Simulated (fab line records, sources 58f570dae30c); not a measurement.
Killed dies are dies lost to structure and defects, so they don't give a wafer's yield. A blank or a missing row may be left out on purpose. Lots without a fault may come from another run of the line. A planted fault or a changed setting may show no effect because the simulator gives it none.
Which tool did it? | flow berkeley_cmos170 | 14 lots, 42 wafers sampled, at 4 steps of a route of 331

WHAT THE GAUGES READ, wafer by wafer
UCB170_M2_CD_MEAS_90: target cd 700 nm.
lot  | measured     | on        | cd_nm (nm)
L767 | day 8 11:38  | cd_sem-01 | 693 704 691
L768 | day 8 18:07  | cd_sem-02 | 700 700 697
L769 | day 8 18:25  | cd_sem-02 | 702 703 692
L770 | day 8 15:29  | cd_sem-02 | 696 697 699
L772 | day 9 20:52  | cd_sem-01 | 696 703 701
L775 | day 10 04:49 | cd_sem-01 | 699 698 698
L777 | day 11 06:36 | cd_sem-02 | 698 698 699
L778 | day 11 13:30 | cd_sem-02 | 697 698 698
L779 | day 11 08:11 | cd_sem-02 | 705 700 699
L782 | day 12 16:33 | cd_sem-02 | 696 697 697
L783 | day 12 20:07 | cd_sem-02 | 697 705 699
L784 | day 12 19:51 | cd_sem-02 | 696 699 697
L785 | day 12 07:20 | cd_sem-01 | 700 700 695
L788 | day 13 22:38 | cd_sem-02 | 701 701 700

UCB170_M3_CD_MEAS_90: target cd 700 nm.
lot  | measured     | on        | cd_nm (nm)
L767 | day 8 16:38  | cd_sem-02 | 703 702 705
L768 | day 8 23:46  | cd_sem-01 | 699 700 699
L769 | day 9 00:25  | cd_sem-01 | 699 697 696
L770 | day 8 20:47  | cd_sem-01 | 704 703 702
L772 | day 10 02:09 | cd_sem-02 | 697 695 693
L775 | day 10 09:45 | cd_sem-01 | 703 702 704
L777 | day 11 12:37 | cd_sem-01 | 701 701 701
L778 | day 11 18:53 | cd_sem-01 | 694 699 697
L779 | day 11 14:56 | cd_sem-01 | 703 698 702
L782 | day 12 22:04 | cd_sem-01 | 696 697 695
L783 | day 13 02:05 | cd_sem-01 | 700 696 697
L784 | day 13 01:49 | cd_sem-01 | 693 693 695
L785 | day 12 13:25 | cd_sem-01 | 692 699 695
L788 | day 14 05:07 | cd_sem-01 | 696 699 698

WHICH TOOL RAN EACH LOT (tool, then ch and the chambers of the sampled wafers, then the start)
lot  | UCB170_PWELL_CLEAN_01          | UCB170_M3_STRIP_19
L767 | wet_bench-04 ch 0, day 2 17:26 | plasma_asher-01 ch 0,1, day 8 16:32
L768 | wet_bench-03 ch 0, day 3 02:14 | plasma_asher-02 ch 1, day 8 23:40
L769 | wet_bench-03 ch 2, day 3 11:32 | plasma_asher-03 ch 0,1, day 9 00:17
L770 | wet_bench-03 ch 0, day 3 11:32 | plasma_asher-02 ch 0,1, day 8 20:37
L772 | wet_bench-02 ch 1, day 3 18:57 | plasma_asher-02 ch 0,1, day 10 02:03
L775 | wet_bench-02 ch 3, day 4 15:59 | plasma_asher-01 ch 0, day 10 09:38
L777 | wet_bench-03 ch 0, day 4 22:47 | plasma_asher-02 ch 0,1, day 11 12:29
L778 | wet_bench-03 ch 2, day 5 08:21 | plasma_asher-03 ch 0, day 11 18:45
L779 | wet_bench-03 ch 3, day 5 08:21 | plasma_asher-03 ch 0,1, day 11 14:50
L782 | wet_bench-03 ch 2, day 6 07:32 | plasma_asher-02 ch 0,1, day 12 21:57
L783 | wet_bench-03 ch 2, day 6 07:32 | plasma_asher-01 ch 0,1, day 13 01:59
L784 | wet_bench-02 ch 2, day 6 14:08 | plasma_asher-02 ch 0,1, day 13 01:43
L785 | wet_bench-02 ch 2, day 6 14:08 | plasma_asher-02 ch 1, day 12 13:18
L788 | wet_bench-02 ch 2, day 7 09:47 | plasma_asher-02 ch 0,1, day 14 04:58
- UCB170_PWELL_CLEAN_01: cleans in dHF, time 60 s.
- UCB170_M3_STRIP_19: strips in O2.

WHAT THE TOOLS THEMSELVES READ (means of the sampled wafers that have a number; where no wafer has one, the mark that the record gives instead)
UCB170_M3_STRIP_19.
lot  | tool            | drypump_motor_current_A (A) | oes_product_au (a.u.)
L767 | plasma_asher-01 | 5.6                         | 0.540
L768 | plasma_asher-02 | 5.5                         | 0.534
L769 | plasma_asher-03 | 6.0                         | 0.560
L770 | plasma_asher-02 | 6.0                         | 0.537
L772 | plasma_asher-02 | 5.7                         | 0.536
L775 | plasma_asher-01 | 5.5                         | 0.551
L777 | plasma_asher-02 | 5.7                         | 0.535
L778 | plasma_asher-03 | 5.3                         | 0.542
L779 | plasma_asher-03 | 5.6                         | 0.547
L782 | plasma_asher-02 | 6.0                         | 0.544
L783 | plasma_asher-01 | 5.6                         | 0.556
L784 | plasma_asher-02 | 5.7                         | 0.518
L785 | plasma_asher-02 | 5.4                         | 0.533
L788 | plasma_asher-02 | 6.0                         | 0.525

THE ANSWER, worked out from the rows above alone
Rule: what is usual is taken from the lots themselves. Put in order of their means at a reading, lots are off if they are a third of the lots or fewer, leave a main group of 4 or more, and stand apart from it by a gap of 3 or more times the standard deviation of the main group's means; of several such gaps the widest counts. A main group whose means are all the same, to the digits that the tables above print for the reading, isn't used. A lot without any number at a reading at which 4 lots or more have one is off too. The other lots that the step has rows for count as sound. The gauges are gone through in route order, then the tools' own readings, and for those a lot's mean is taken as printed above. The first step at which some lot is off is used, and at that step the reading that is off furthest; a lot without a number counts as furthest.
No lot is off at any reading shown: from this, nothing can be told.

WHAT THE SIMULATOR HAD PUT IN
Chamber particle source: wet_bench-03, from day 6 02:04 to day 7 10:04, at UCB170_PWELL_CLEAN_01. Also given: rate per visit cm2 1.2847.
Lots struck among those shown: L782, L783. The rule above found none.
